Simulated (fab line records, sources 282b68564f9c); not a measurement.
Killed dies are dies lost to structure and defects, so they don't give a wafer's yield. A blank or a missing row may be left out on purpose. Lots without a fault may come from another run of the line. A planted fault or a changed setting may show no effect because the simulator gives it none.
Split-lot experiment | flow rit_cmos | 5 lots, 23 wafers read, on a route of 202 steps

THE SPLIT
At RIT_GATE_CVD_08 (deposits poly-Si from SiH4, target thk 250 nm, time 2220 s), the setting time_s was moved away from the recipe's 2220 s on 15 of the 23 wafers read, by -9.5% to +7.0%. The other wafers ran this setting at the recipe's value.

FROM THE SPLIT TO THE READING: what the file shows between them, 1 step
- RIT_GATE_THK_MEAS_09

THE READING
oes_product_au, in a.u., at RIT_GATE_ETCH_19 (etches poly-Si in SF6/CHF3/O2, stops on SiO2, time 165 s, target depth 312.5 nm). Fault-free wafers of this fab line usually give 0.851 a.u., standard deviation 0.0095 a.u..

wafer  | tool, chamber at the split | time_s as run, s | against the recipe | oes_product_au, a.u. | against lot-mates on the recipe
L075.2 | -, -                       | 2010             | -9.5%              | 0.785                | no lot-mate on the recipe
L075.3 | -, -                       | 2010             | -9.5%              | 0.796                | no lot-mate on the recipe
L075.4 | -, -                       | 2010             | -9.5%              | 0.791                | no lot-mate on the recipe
L075.5 | -, -                       | 2010             | -9.5%              | 0.795                | no lot-mate on the recipe
L075.6 | -, -                       | 2010             | -9.5%              | 0.804                | no lot-mate on the recipe
L078.1 | -, -                       | 2220             | recipe             | 0.836                | -
L078.2 | -, -                       | 2220             | recipe             | 0.839                | -
L078.3 | -, -                       | 2220             | recipe             | 0.851                | -
L078.5 | -, -                       | 2220             | recipe             | 0.867                | -
L078.6 | -, -                       | 2220             | recipe             | 0.845                | -
L079.1 | -, -                       | 2375             | +7.0%              | 0.906                | no lot-mate on the recipe
L079.2 | -, -                       | 2375             | +7.0%              | 0.910                | no lot-mate on the recipe
L079.3 | -, -                       | 2375             | +7.0%              | 0.892                | no lot-mate on the recipe
L079.4 | -, -                       | 2375             | +7.0%              | 0.882                | no lot-mate on the recipe
L079.6 | -, -                       | 2375             | +7.0%              | 0.894                | no lot-mate on the recipe
L082.1 | lpcvd-02, 1                | 2220             | recipe             | 0.862                | -
L082.2 | lpcvd-02, 1                | 2220             | recipe             | 0.850                | -
L082.3 | lpcvd-02, 1                | 2220             | recipe             | 0.841                | -
L084.1 | -, -                       | 2089             | -5.9%              | 0.816                | no lot-mate on the recipe
L084.2 | -, -                       | 2089             | -5.9%              | 0.815                | no lot-mate on the recipe
L084.3 | -, -                       | 2089             | -5.9%              | 0.817                | no lot-mate on the recipe
L084.4 | -, -                       | 2089             | -5.9%              | 0.824                | no lot-mate on the recipe
L084.6 | -, -                       | 2089             | -5.9%              | 0.815                | no lot-mate on the recipe

THE FIT
A straight line over all 23 wafers: oes_product_au changes by +0.00613 a.u. for each +1% of time_s; r = +0.97; the points scatter about the line by 0.009 a.u..
Too few moved wafers have a lot-mate on the recipe to fit a line with each lot's own level taken away.

THE WHOLE CHAIN: every reading that the file lists as answering this split, in the file's order
step                  | what it does                                                                    | reading                                                                        | change (the file's fit)                   | r (the file's)
RIT_GATE_CVD_08       | deposits poly-Si from SiH4, target thk 250 nm, time 2220 s                      | poly-Si_of_GATE_CVD_08.thk_nm (the simulator's own value, which no gauge read) | +2.6 nm for each +1% of the setting       | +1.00
RIT_GATE_THK_MEAS_09  |                                                                                 | GATE_POLY_THK                                                                  | +2.61 for each +1% of the setting         | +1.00
RIT_GATE_ETCH_19      | etches poly-Si in SF6/CHF3/O2, stops on SiO2, time 165 s, target depth 312.5 nm | oes_product_au                                                                 | +0.00616 a.u. for each +1% of the setting | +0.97
RIT_GATE_ETCH_19      | etches poly-Si in SF6/CHF3/O2, stops on SiO2, time 165 s, target depth 312.5 nm | etch.depth_nm (the simulator's own value, which no gauge read)                 | +2.6 nm for each +1% of the setting       | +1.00
RIT_GATE_ETCH_19      | etches poly-Si in SF6/CHF3/O2, stops on SiO2, time 165 s, target depth 312.5 nm | GATE.feature_depth_nm (the simulator's own value, which no gauge read)         | +2.6 nm for each +1% of the setting       | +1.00
RIT_REOX_OXIDATION_03 | target thk 25.2 nm, ox time 5580 s                                              | poly-Si_of_GATE_CVD_08.thk_nm (the simulator's own value, which no gauge read) | +2.71 nm for each +1% of the setting      | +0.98

THE FILE'S OWN FIT
oes_product_au changes by +0.00616 a.u. for each +1% of time_s, r = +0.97.
